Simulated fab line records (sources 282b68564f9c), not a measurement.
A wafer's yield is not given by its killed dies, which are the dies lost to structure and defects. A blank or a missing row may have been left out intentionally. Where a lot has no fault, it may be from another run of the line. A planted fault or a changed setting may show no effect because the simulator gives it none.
fab line records | flow ritCmos
record lots=7 wafers=21 lastDay=7
route steps=202 shown GATE@89 REOX@98 NLDD@103 PLDD@114 SPACER@125 M1@202
lots that met no fault: taken from a fault-free run of the same line
startH: start of the lot's first displayed wafer, in hours after the record's first day | waitH: hours elapsed since this lot's preceding step | " as in the row above | L1.1+2: one row covering several wafers at once | - no value present, or no start provided | * or withheld: withheld | < > ~ a bound
route shown NAME@n: names a module that has steps shown in the file, with the first one's number in the route | usual: average and standard deviation across the fault-free wafers | same: alike in all rows | chamber/n: place in a boat | sites: per-site readings | _std_site: the standard deviation of these | _edge_site: the outer-site mean with the inner-site mean subtracted | radiusMm: how far each site lies from the wafer's centre | mask NAME#n: copy n | behind: tool/chamber where the wafer was last shaped | hold: reason for holding the lot/hours on hold/outcome of the hold | device: the n, p or np transistor that did not switch | end of line: tests run on the same wafers once the route is complete | a step given without rows: its recipe and nothing more | killed: the dies lost at the first sort to structure and to defects; this is not the yield of the wafer | map: the dies of a wafer, with x for killed, . for not killed, _ for no die there
set.NAME: the setting the step ran with; set.NAME@STEP: the setting that earlier step ran with | model.NAME: the simulator's own value behind a step, which no gauge read
lots seen at some steps along the route; tables by step, rows by wafer
services: a tool's chamber out of use, with start hour (startH, from the record's first day; less than 0 if before it), hours out, and reason
## steps
# step RIT_GATE_EXPOSE_13
# recipe maskId=M6 na=0.6 sourceShape=conventional sigmaOuter=0.6 targetCdNm=150 doseMj=386.6
# step RIT_GATE_PEB_14
# recipe resist=NOVOLAK tempC=withheld timeS=withheld
# step RIT_GATE_DEVELOP_15
# recipe resist=NOVOLAK developTimeS=50 devTempC=23
# step RIT_GATE_CD_MEAS_16
# recipe targetCdNm=150
# usual cdNm=150.4/2.2
# columns lot.wafer tool chamber startH waitH cdNm
L907.2 cdSem-02 - 41.08 - 147.8
L907.4 " - " " 150.3
L907.5 " - " " 148.8
L908.3 cdSem-01 - 46.61 - 152.6
L908.4 " - " " 152.6
L908.5 " - " " 153.3
L909.1 cdSem-02 - 53.16 - 153.0
L909.4 " - " " 151.5
L909.6 " - " " 153.7
L914.3 cdSem-01 - 77.71 - 152.5
L914.5 " - " " 153.4
L914.6 " - " " 149.6
L918.1 cdSem-02 - 98.67 - 148.7
L918.2 " - " " 150.5
L918.6 " - " " 149.1
L921.1 cdSem-02 - 112.56 - 149.2
L921.2 " - " " 145.8
L921.6 " - " " 145.6
L925.2 cdSem-02 - 134.85 - 148.4
L925.3 " - " " 145.4
L925.5 " - " " 145.3
# step RIT_GATE_OVL_MEAS_17
# usual GATE_OVL=0.2/1.3
# columns lot.wafer tool chamber startH waitH GATE_OVL[nm]
L907.2 overlay-02 - 41.18 0.1 2.2
L907.4 " - " " 0.5
L907.5 " - " " 1.6
L908.3 overlay-02 - 46.70 0.1 -0.5
L908.4 " - " " -0.6
L908.5 " - " " 0.1
L909.1 overlay-02 - 53.28 0.1 -1.6
L909.4 " - " " -0.7
L909.6 " - " " -1.6
L914.3 overlay-02 - 77.80 0.1 2.3
L914.5 " - " " 1.7
L914.6 " - " " 3.7
L918.1 overlay-02 - 98.79 0.1 0.2
L918.2 " - " " 0.0
L918.6 " - " " -2.4
L921.1 overlay-02 - 112.68 0.1 -0.3
L921.2 " - " " -2.0
L921.6 " - " " 0.3
L925.2 overlay-02 - 134.96 0.1 -1.5
L925.3 " - " " -0.9
L925.5 " - " " 0.6
# step RIT_GATE_HARDBAKE_18
# recipe resist=NOVOLAK tempC=140 timeS=60
# step RIT_GATE_ETCH_19
# recipe chemistry=SF6/CHF3/O2 timeS=165 SF6_flow_sccm=30 CHF3_flow_sccm=30 O2_flow_sccm=5 target=poly-Si pressureMtorr=40 rfW=160 targetDepthA=3125 overEtchFrac=0.25 stopOn=SiO2
# usual drypumpMotorCurrentA=5.4/0.54 oesProductAu=0.831/0.012 throttleValvePct=10.30/0.11
# columns lot.wafer tool chamber startH waitH drypumpMotorCurrentA oesProductAu rfHoursCounterH throttleValvePct
L907.2 rieSi-01 3 41.36 0.1 4.9 0.834 124 10.38
L907.4 " 1 " " 5.1 0.830 154 10.19
L907.5 " 3 " " 4.9 0.837 - 10.39
L908.3 rieSi-02 2 46.87 0.1 5.2 0.847 143 10.27
L908.4 " 3 " " 4.9 0.813 32 10.38
L908.5 " 2 " " 5.2 0.837 - 10.27
L909.1 rieSi-01 0 53.47 0.1 6.6 0.827 56 10.53
L909.4 " 2 " " 5.8 0.825 47 10.26
L909.6 " 0 " " 6.6 0.827 - 10.50
L914.3 rieSi-02 0 77.97 0.1 5.5 0.838 8 10.16
L914.5 " 2 " " 5.2 0.850 - 10.29
L914.6 " 3 " " 4.9 0.816 - 10.39
L918.1 rieSi-02 2 98.97 0.1 5.2 0.841 144 10.26
L918.2 " 3 " " 5.0 0.832 33 10.37
L918.6 " 1 " " 4.9 0.816 - 10.27
L921.1 rieSi-01 1 112.86 0.1 5.1 0.846 0 10.18
L921.2 " 0 " " 6.6 0.836 57 10.49
L921.6 " 2 " " 5.9 0.832 - 10.24
L925.2 rieSi-01 1 135.14 0.1 5.2 0.859 0 10.17
L925.3 " 2 " " 5.8 0.828 48 10.25
L925.5 " 3 " " 4.9 0.838 - 10.40
# step RIT_GATE_STRIP_20
# recipe chemistry=O2 timeS=180 resist=NOVOLAK platenTempC=withheld powerW=500 pressureMtorr=4000 o2FlowSccm=4000
# usual drypumpMotorCurrentA=5.8/0.5
# columns lot.wafer tool chamber startH waitH drypumpMotorCurrentA rfHoursCounterH
L907.2 plasmaAsher-03 0 41.47 0.1 6.5 25
L907.4 " 1 " " 5.7 -
L907.5 " 0 " " 6.5 -
L908.3 plasmaAsher-03 0 47.04 0.1 6.5 -
L908.4 " 1 " " 5.7 -
L908.5 " 1 " " 5.7 -
L909.1 plasmaAsher-03 0 53.57 0.1 6.5 27
L909.4 " 0 " " 6.5 -
L909.6 " 1 " " 5.7 -
L914.3 plasmaAsher-01 1 78.14 0.1 5.2 -
L914.5 " 0 " " 5.3 -
L914.6 " 1 " " 5.2 -
L918.1 plasmaAsher-04 0 99.16 0.1 5.6 47
L918.2 " 1 " " 6.3 47
L918.6 " 1 " " 6.3 -
L921.1 plasmaAsher-03 0 112.97 0.1 6.6 34
L921.2 " 1 " " 5.7 34
L921.6 " 1 " " 5.7 -
L925.2 plasmaAsher-04 0 135.25 0.1 5.6 50
L925.3 " 1 " " 6.3 -
L925.5 " 1 " " 6.3 -
# step RIT_GATE_CD_MEAS_90
# recipe targetCdNm=150
# usual cdNm=150.4/2.2
# columns lot.wafer tool chamber startH waitH cdNm
L907.2 cdSem-01 - 41.67 0.1 147.7
L907.4 " - " " 150.8
L907.5 " - " " 149.1
L908.3 cdSem-01 - 47.20 0.1 152.8
L908.4 " - " " 153.0
L908.5 " - " " 153.3
L909.1 cdSem-01 - 53.75 0.1 152.9
L909.4 " - " " 151.9
L909.6 " - " " 153.5
L914.3 cdSem-02 - 78.29 0.1 153.0
L914.5 " - " " 153.2
L914.6 " - " " 149.8
L918.1 cdSem-02 - 99.34 0.1 149.2
L918.2 " - " " 150.2
L918.6 " - " " 148.8
L921.1 cdSem-01 - 113.15 0.1 149.2
L921.2 " - " " 145.8
L921.6 " - " " 146.7
L925.2 cdSem-01 - 135.44 0.1 148.8
L925.3 " - " " 145.1
L925.5 " - " " 145.6
# step RIT_REOX_CLEAN_00
# recipe chemistry=SC1 mix=3:3:50 timeS=600 tempC=75
# step RIT_REOX_CLEAN_01
# recipe chemistry=dHF dilution=50:1 timeS=30
# step RIT_REOX_CLEAN_02
# recipe chemistry=SC2 mix=3:3:50 timeS=600 tempC=75 dry=n2Spin
# step RIT_REOX_OXIDATION_03
# recipe tempC=900 ambient=O2 targetThkA=252 oxTimeS=5580
# usual spikeTcCentreC=902.8/1.5
# columns lot.wafer tool chamber startH waitH spikeTcCentreC
L907.2 furnace-04 0 42.13 0.0 902.6
L907.4 " 0 " " 903.9
L907.5 " 0 " " 904.3
L907.2 furnace-03 0 48.40 3.7 905.5
L907.4 " 0 " " 903.3
L907.5 " 0 " " 905.4
L908.3 furnace-03 0 48.40 0.7 903.4
L908.4 " 0 " " 904.3
L908.5 " 0 " " 904.1
L909.1 furnace-04 0 54.27 0.0 904.2
L909.4 " 0 " " 903.3
L909.6 " 0 " " 903.8
L909.1 furnace-04 0 57.07 0.2 903.4
L909.4 " 0 " " 905.2
L909.6 " 0 " " 905.5
L914.3 furnace-04 0 78.74 0.0 904.6
L914.5 " 0 " " 904.6
L914.6 " 0 " " 903.5
L914.3 furnace-02 0 82.19 0.9 900.0
L914.5 " 0 " " 901.7
L914.6 " 0 " " 902.3
L918.1 furnace-04 0 99.86 0.0 905.8
L918.2 " 0 " " 902.6
L918.6 " 0 " " 903.3
L921.1 furnace-03 0 113.70 0.1 903.5
L921.2 " 0 " " 903.2
L921.6 " 0 " " 903.0
L925.2 furnace-02 0 137.05 1.1 902.5
L925.3 " 0 " " 902.2
L925.5 " 0 " " 901.9
# step RIT_REOX_THK_MEAS_04
# recipe reads=SiO2_of_REOX_OXIDATION_03
# usual REOX_OXIDE_THK=25.3/0.51
# columns lot.wafer tool chamber startH waitH REOX_OXIDE_THK[nm]
L908.3 filmMetro-01 - 50.97 0.0 26.0
L908.4 " - " " 25.6
L908.5 " - " " 25.5
L907.2 filmMetro-01 - 51.02 0.1 40.5
L907.4 " - " " 39.8
L907.5 " - " " 40.4
L909.1 filmMetro-01 - 59.62 0.0 41.0
L909.4 " - " " 40.7
L909.6 " - " " 41.1
L914.3 filmMetro-04 - 84.76 0.0 39.5
L914.5 " - " " 39.3
L914.6 " - " " 39.6
L918.1 filmMetro-01 - 102.41 0.0 25.4
L918.2 " - " " 24.9
L918.6 " - " " 25.3
L921.1 filmMetro-01 - 116.25 0.0 25.5
L921.2 " - " " 25.7
L921.6 " - " " 25.5
L925.2 filmMetro-02 - 139.61 0.0 25.3
L925.3 " - " " 25.4
L925.5 " - " " 25.1
# step RIT_NLDD_HMDS_00
# recipe primeTimeS=60 primeTempC=140
# step RIT_NLDD_COAT_01
# recipe resist=NOVOLAK spinRpm=3250 resistThkNm=1000
# step RIT_NLDD_SOFTBAKE_02
# recipe resist=NOVOLAK tempC=89.01 timeS=60
# step RIT_NLDD_EXPOSE_03
# recipe maskId=M7 na=0.57 targetCdNm=40700 doseMj=250
# step RIT_NLDD_PEB_04
# recipe resist=NOVOLAK tempC=withheld timeS=withheld
# step RIT_NLDD_DEVELOP_05
# recipe resist=NOVOLAK developTimeS=50 devTempC=23
# step RIT_NLDD_OVL_MEAS_06
# usual NLDD_OVL=1.5/1.5
# columns lot.wafer tool chamber startH waitH NLDD_OVL[nm]
L907.2 overlay-01 - 51.99 - -2.5
L907.4 " - " " -1.7
L907.5 " - " " 0.5
L908.3 overlay-02 - 52.00 - 2.2
L908.4 " - " " 2.8
L908.5 " - " " 2.7
L909.1 overlay-02 - 60.83 - 2.4
L909.4 " - " " 2.4
L909.6 " - " " 0.3
L914.3 overlay-01 - 86.29 - 2.7
L914.5 " - " " 3.4
L914.6 " - " " 0.1
L918.1 overlay-01 - 103.32 - 3.4
L918.2 " - " " -0.3
L918.6 " - " " 2.5
L921.1 overlay-01 - 117.16 - 1.1
L921.2 " - " " -0.6
L921.6 " - " " 3.0
L925.2 overlay-02 - 140.64 - 2.2
L925.3 " - " " 2.2
L925.5 " - " " 3.9
# step RIT_NLDD_HARDBAKE_07
# recipe resist=NOVOLAK tempC=140 timeS=60
# step RIT_NLDD_IMPLANT_08
# recipe species=P energyKev=20 doseCm2=5e+14 tiltDeg=7
# step RIT_NLDD_STRIP_09
# recipe chemistry=O2 timeS=180 resist=NOVOLAK platenTempC=withheld powerW=500 pressureMtorr=4000 o2FlowSccm=4000
# usual drypumpMotorCurrentA=5.7/0.52
# columns lot.wafer tool chamber startH waitH drypumpMotorCurrentA rfHoursCounterH
L908.3 plasmaAsher-04 0 52.38 0.1 5.5 -
L908.4 " 1 " " 6.3 -
L908.5 " 1 " " 6.3 -
L907.2 plasmaAsher-03 1 52.42 0.1 5.7 26
L907.4 " 0 " " 6.5 -
L907.5 " 0 " " 6.5 -
L909.1 plasmaAsher-02 0 61.16 0.1 5.2 43
L909.4 " 1 " " 5.1 -
L909.6 " 0 " " 5.2 -
L914.3 plasmaAsher-02 0 86.91 0.4 5.2 -
L914.5 " 1 " " 5.2 -
L914.6 " 0 " " 5.2 -
L918.1 plasmaAsher-02 1 103.65 0.1 5.2 48
L918.2 " 0 " " 5.2 48
L918.6 " 1 " " 5.2 -
L921.1 plasmaAsher-03 0 117.50 0.1 6.5 34
L921.2 " 1 " " 5.7 34
L921.6 " 0 " " 6.5 -
L925.2 plasmaAsher-02 1 140.97 0.1 5.2 52
L925.3 " 0 " " 5.2 -
L925.5 " 0 " " 5.2 -
# step RIT_NLDD_TW_MEAS_10
# usual NLDD_TW=2478/14
# columns lot.wafer tool chamber startH waitH NLDD_TW
L908.3 filmMetro-02 - 52.52 0.1 2484
L908.4 " - " " 2502
L908.5 " - " " 2490
L907.2 filmMetro-01 - 52.61 0.1 2460
L907.4 " - " " 2470
L907.5 " - " " 2466
L909.1 filmMetro-01 - 61.34 0.1 2460
L909.4 " - " " 2471
L909.6 " - " " 2462
L914.3 filmMetro-02 - 87.05 0.1 2493
L914.5 " - " " 2494
L914.6 " - " " 2494
L918.1 filmMetro-03 - 103.83 0.1 2466
L918.2 " - " " 2455
L918.6 " - " " 2472
L921.1 filmMetro-01 - 117.67 0.1 2470
L921.2 " - " " 2480
L921.6 " - " " 2462
L925.2 filmMetro-02 - 141.16 0.1 2503
L925.3 " - " " 2488
L925.5 " - " " 2499
# step RIT_PLDD_HMDS_00
# recipe primeTimeS=60 primeTempC=140
# step RIT_PLDD_COAT_01
# recipe resist=NOVOLAK spinRpm=3250 resistThkNm=1000
# step RIT_PLDD_SOFTBAKE_02
# recipe resist=NOVOLAK tempC=90 timeS=60
# step RIT_PLDD_EXPOSE_03
# recipe maskId=M8 na=0.57 targetCdNm=40900 doseMj=250
# step RIT_PLDD_PEB_04
# recipe resist=NOVOLAK tempC=withheld timeS=withheld
# step RIT_PLDD_DEVELOP_05
# recipe resist=NOVOLAK developTimeS=50 devTempC=23
# step RIT_PLDD_OVL_MEAS_06
# usual PLDD_OVL=0.0/1.4
# columns lot.wafer tool chamber startH waitH PLDD_OVL[nm]
L908.3 overlay-01 - 53.42 - 0.3
L908.4 " - " " 0.7
L908.5 " - " " 1.5
L907.2 overlay-01 - 53.56 - 0.7
L907.4 " - " " 0.7
L907.5 " - " " 1.2
L909.1 overlay-01 - 62.48 - 1.4
L909.4 " - " " -0.2
L909.6 " - " " -0.7
L914.3 overlay-02 - 87.95 - -1.2
L914.5 " - " " -0.5
L914.6 " - " " -2.9
L918.1 overlay-02 - 104.74 - 0.2
L918.2 " - " " 1.8
L918.6 " - " " 2.2
L921.1 overlay-01 - 118.58 - 2.2
L921.2 " - " " 0.4
L921.6 " - " " 0.9
L925.2 overlay-01 - 142.07 - -0.3
L925.3 " - " " 0.4
L925.5 " - " " 0.5
# step RIT_PLDD_HARDBAKE_07
# recipe resist=NOVOLAK tempC=140 timeS=60
# step RIT_PLDD_IMPLANT_08
# recipe species=BF2 energyKev=20 doseCm2=9.189e+14 tiltDeg=7
# step RIT_PLDD_STRIP_09
# recipe chemistry=O2 timeS=180 resist=NOVOLAK platenTempC=withheld powerW=500 pressureMtorr=4000 o2FlowSccm=4000
# usual drypumpMotorCurrentA=5.5/0.49
# columns lot.wafer tool chamber startH waitH drypumpMotorCurrentA rfHoursCounterH
L908.3 plasmaAsher-02 1 53.80 0.1 5.2 -
L908.4 " 0 " " 5.2 -
L908.5 " 0 " " 5.2 -
L907.2 plasmaAsher-01 0 53.89 0.1 5.3 35
L907.4 " 0 " " 5.3 -
L907.5 " 1 " " 5.2 -
L909.1 plasmaAsher-03 0 62.81 0.1 6.6 27
L909.4 " 0 " " 6.5 -
L909.6 " 0 " " 6.5 -
L914.3 plasmaAsher-02 0 88.36 0.1 5.2 -
L914.5 " 0 " " 5.2 -
L914.6 " 1 " " 5.2 -
L918.1 plasmaAsher-02 0 105.09 0.1 5.2 48
L918.2 " 1 " " 5.2 48
L918.6 " 0 " " 5.2 -
L921.1 plasmaAsher-03 1 118.92 0.1 5.7 34
L921.2 " 0 " " 6.6 34
L921.6 " 0 " " 6.5 -
L925.2 plasmaAsher-02 1 142.40 0.1 5.2 52
L925.3 " 0 " " 5.2 -
L925.5 " 0 " " 5.2 -
# step RIT_PLDD_TW_MEAS_10
# usual PLDD_TW=2345/14
# columns lot.wafer tool chamber startH waitH PLDD_TW
L908.3 filmMetro-03 - 53.94 0.1 2342
L908.4 " - " " 2336
L908.5 " - " " 2336
L907.2 filmMetro-01 - 54.08 0.1 2334
L907.4 " - " " 2336
L907.5 " - " " 2330
L909.1 filmMetro-02 - 62.99 0.1 2353
L909.4 " - " " 2362
L909.6 " - " " 2357
L914.3 filmMetro-02 - 88.61 0.2 2349
L914.5 " - " " 2355
L914.6 " - " " 2349
L918.1 filmMetro-01 - 105.26 0.1 2340
L918.2 " - " " 2346
L918.6 " - " " 2332
L921.1 filmMetro-03 - 119.09 0.1 2333
L921.2 " - " " 2321
L921.6 " - " " 2331
L925.2 filmMetro-03 - 142.58 0.1 2328
L925.3 " - " " 2329
L925.5 " - " " 2320
# step RIT_SPACER_CLEAN_00
# recipe chemistry=SC1 mix=3:3:50 timeS=600 tempC=75
# columns lot.wafer tool chamber startH waitH model.SiO2_of_REOX_OXIDATION_03.thkNm
L908.3 wetBench-01 1 53.98 0.0 23.98
L908.4 " 1 " " 23.64
L908.5 " 1 " " 23.47
L907.2 wetBench-04 1 54.18 0.1 37.34
L907.4 " 1 " " 36.72
L907.5 " 1 " " 37.26
L909.1 wetBench-01 3 63.05 0.1 37.83
L909.4 " 3 " " 37.59
L909.6 " 3 " " 37.92
L914.3 wetBench-02 2 88.65 0.0 36.51
L914.5 " 2 " " 36.27
L914.6 " 2 " " 36.54
L918.1 wetBench-01 1 105.32 0.1 23.44
L918.2 " 1 " " 23.02
L918.6 " 1 " " 23.33
L921.1 wetBench-04 0 119.15 0.1 23.53
L921.2 " 0 " " 23.7
L921.6 " 0 " " 23.59
L925.2 wetBench-01 3 142.63 0.0 23.39
L925.3 " 3 " " 23.44
L925.5 " 3 " " 23.13
# step RIT_SPACER_CLEAN_01
# recipe chemistry=dHF dilution=50:1 timeS=30
# step RIT_M1_PROBE_99
# usual killedAtFrontEnd=6.3/3 killedDies=6.4/3 killedOpen=3/1.9 killedShort=3.4/1.9
# same grossDies=264 killed_at_M0_to_M3=0 killed_at_M4_up=0 killedAtBackSide=0 killedAtContacts=0 killedAtOther=0
# columns lot.wafer tool chamber startH waitH killedAtFrontEnd killedDies killedOpen killedShort
L908.3 prober-01 - 68.54 0.2 2 2 1 1
L908.4 prober-01 - 68.59 0.2 5 5 3 2
L908.5 prober-01 - 68.64 0.2 7 7 3 4
L907.2 prober-02 - 68.57 0.1 3 3 1 2
L907.4 prober-02 - 68.67 0.2 3 3 2 1
L907.5 prober-02 - 68.72 0.2 4 4 1 3
L909.1 prober-02 - 78.10 0.1 7 7 5 2
L909.4 prober-02 - 78.25 0.2 11 11 7 4
L909.6 prober-02 - 78.35 0.2 2 2 1 1
L914.3 prober-01 - 102.95 0.2 6 6 2 4
L914.5 prober-01 - 103.05 0.2 14 14 8 6
L914.6 prober-01 - 103.10 0.2 6 6 3 3
L918.1 prober-01 - 119.93 0.1 11 11 5 6
L918.2 prober-01 - 119.98 0.1 7 7 4 3
L918.6 prober-01 - 120.18 0.2 11 11 3 8
L921.1 prober-02 - 135.53 0.1 5 5 3 2
L921.2 prober-02 - 135.58 0.1 8 8 7 1
L921.6 prober-02 - 135.78 0.2 10 10 6 4
L925.2 prober-02 - 159.64 0.1 10 10 3 7
L925.3 prober-02 - 159.69 0.2 6 6 4 2
L925.5 prober-02 - 159.79 0.2 0 0 0 0
# killed by level:class
L908.3 FOX2:geometricParticle:open=1 SPACER:geometricParticle:short=1
L907.2 FOX2:geometricParticle:open=1 FOX2:geometricParticle:short=1 REOX:geometricParticle:short=1
L908.4 FOX1:geometricParticle:open=2 FOX1:geometricParticle:short=1 SPACER:geometricParticle:open=1 SILICIDE:geometricParticle:short=1
L908.5 FOX1:geometricParticle:short=2 FOX1:geometricParticle:open=1 FOX2:geometricParticle:short=1 FOX2:geometricParticle:open=1 GATE:geometricParticle:open=1 SPACER:geometricParticle:short=1
L907.4 ACTIVE:geometricParticle:short=1 FOX1:geometricParticle:open=1 GATE:geometricParticle:open=1
L907.5 FOX2:geometricParticle:short=1 GATE:geometricParticle:short=1 REOX:geometricParticle:short=1 REOX:geometricParticle:open=1
L909.1 REOX:geometricParticle:open=3 GATE:geometricParticle:open=2 GATE:geometricParticle:short=1 REOX:geometricParticle:short=1
L909.4 FOX1:geometricParticle:open=2 GATE:geometricParticle:open=2 GATE:geometricParticle:short=2 REOX:geometricParticle:open=2 REOX:geometricParticle:short=1 SILICIDE:geometricParticle:open=1 SILICIDE:geometricParticle:short=1
L909.6 FOX2:geometricParticle:short=1 SPACER:geometricParticle:open=1
L914.3 FOX1:geometricParticle:short=2 REOX:geometricParticle:short=2 FOX2:geometricParticle:open=1 SPACER:geometricParticle:open=1
L914.5 GATE:geometricParticle:open=3 GATE:geometricParticle:short=2 REOX:geometricParticle:open=2 SPACER:geometricParticle:short=2 SPACER:geometricParticle:open=2 FOX2:geometricParticle:open=1 SILICIDE:geometricParticle:short=1 REOX:geometricParticle:short=1
L914.6 SPACER:geometricParticle:open=3 FOX2:geometricParticle:short=1 REOX:geometricParticle:short=1 SPACER:geometricParticle:short=1
L918.1 GATE:geometricParticle:open=2 SPACER:geometricParticle:short=2 SILICIDE:geometricParticle:open=2 FOX1:geometricParticle:short=1 FOX1:geometricParticle:open=1 GATE:geometricParticle:short=1 REOX:geometricParticle:short=1 SILICIDE:geometricParticle:short=1
L918.2 GATE:geometricParticle:open=2 FOX1:geometricParticle:open=1 FOX1:geometricParticle:short=1 FOX2:geometricParticle:short=1 GATE:geometricParticle:short=1 SILICIDE:geometricParticle:open=1
L918.6 REOX:geometricParticle:short=5 GATE:geometricParticle:short=3 FOX2:geometricParticle:open=1 REOX:geometricParticle:open=1 SILICIDE:geometricParticle:open=1
L921.1 SPACER:geometricParticle:open=2 GATE:geometricParticle:short=1 REOX:geometricParticle:open=1 SPACER:geometricParticle:short=1
L921.2 GATE:geometricParticle:open=4 REOX:geometricParticle:open=2 ACTIVE:geometricParticle:open=1 GATE:geometricParticle:short=1
L921.6 SPACER:geometricParticle:short=3 GATE:geometricParticle:open=2 SPACER:geometricParticle:open=2 FOX2:geometricParticle:open=1 REOX:geometricParticle:open=1 SILICIDE:geometricParticle:short=1
L925.2 GATE:geometricParticle:short=5 FOX1:geometricParticle:open=1 FOX2:geometricParticle:short=1 FOX2:geometricParticle:open=1 GATE:geometricParticle:open=1 SILICIDE:geometricParticle:short=1
L925.3 GATE:geometricParticle:open=2 SILICIDE:geometricParticle:open=2 FOX1:geometricParticle:short=1 SILICIDE:geometricParticle:short=1
## services
# columns tool chamber startH hours kind
plasmaAsher-02 - 23.58 2.8 pm
plasmaAsher-04 - 57.82 14.6 pm
plasmaAsher-04 - 74.78 2.2 repair
furnace-03 - 74.78 3.3 pm
plasmaAsher-02 - 77.73 3.1 repair
rieSi-01 - 81.76 5.2 repair
rieSi-01 1 90.24 - clean
rieSi-01 1 90.24 17.0 scheduledDown
rieSi-01 1 90.24 17.0 ventCycle
furnace-02 - 97.05 3.2 pm
plasmaAsher-01 - 108.75 9.0 pm
plasmaAsher-01 0 108.75 9.5 ventCycle
plasmaAsher-01 1 108.75 9.5 ventCycle
plasmaAsher-01 - 109.09 9.1 repair
plasmaAsher-04 - 114.19 2.8 repair
plasmaAsher-01 0 117.75 - clean
rieSi-01 2 127.57 4.7 repair
plasmaAsher-04 - 129.31 4.3 pm
furnace-02 - 132.05 2.5 pm
furnace-04 - 135.60 2.5 pm
rieSi-01 0 135.67 13.0 repair
rieSi-02 2 139.63 - clean
rieSi-02 2 139.63 24.3 scheduledDown
rieSi-02 2 139.63 24.3 ventCycle
## key
firstSign step=RIT_REOX_OXIDATION_03 reading=visit direction=added
effect step=RIT_REOX_THK_MEAS_04 reading=REOX_OXIDE_THK direction=up sigmas=29 usual=25.3 struck=40.2
modelEffect step=RIT_SPACER_CLEAN_00 value=SiO2_of_REOX_OXIDATION_03.thkNm without=23.16 struck=37.11
metAt RIT_REOX_OXIDATION_03
struckWafers L907.2,L907.4,L907.5,L909.1,L909.4,L909.6,L914.3,L914.5,L914.6
testerLeftOut L907,L909,L914
fault kind=repeatedStepWhole tool=furnace-02,furnace-03,furnace-04 chamber=- onsetH=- steps=RIT_REOX_OXIDATION_03 times=1 scope=struckLotsOnly
# testerLeftOut: of these lots the tester's yield and bins aren't shown, on N5 and GAA mostly nor the transistor test; their killed dies are dies lost to structure and defects alone, not to doping, threshold or leakage, so they don't give the yield
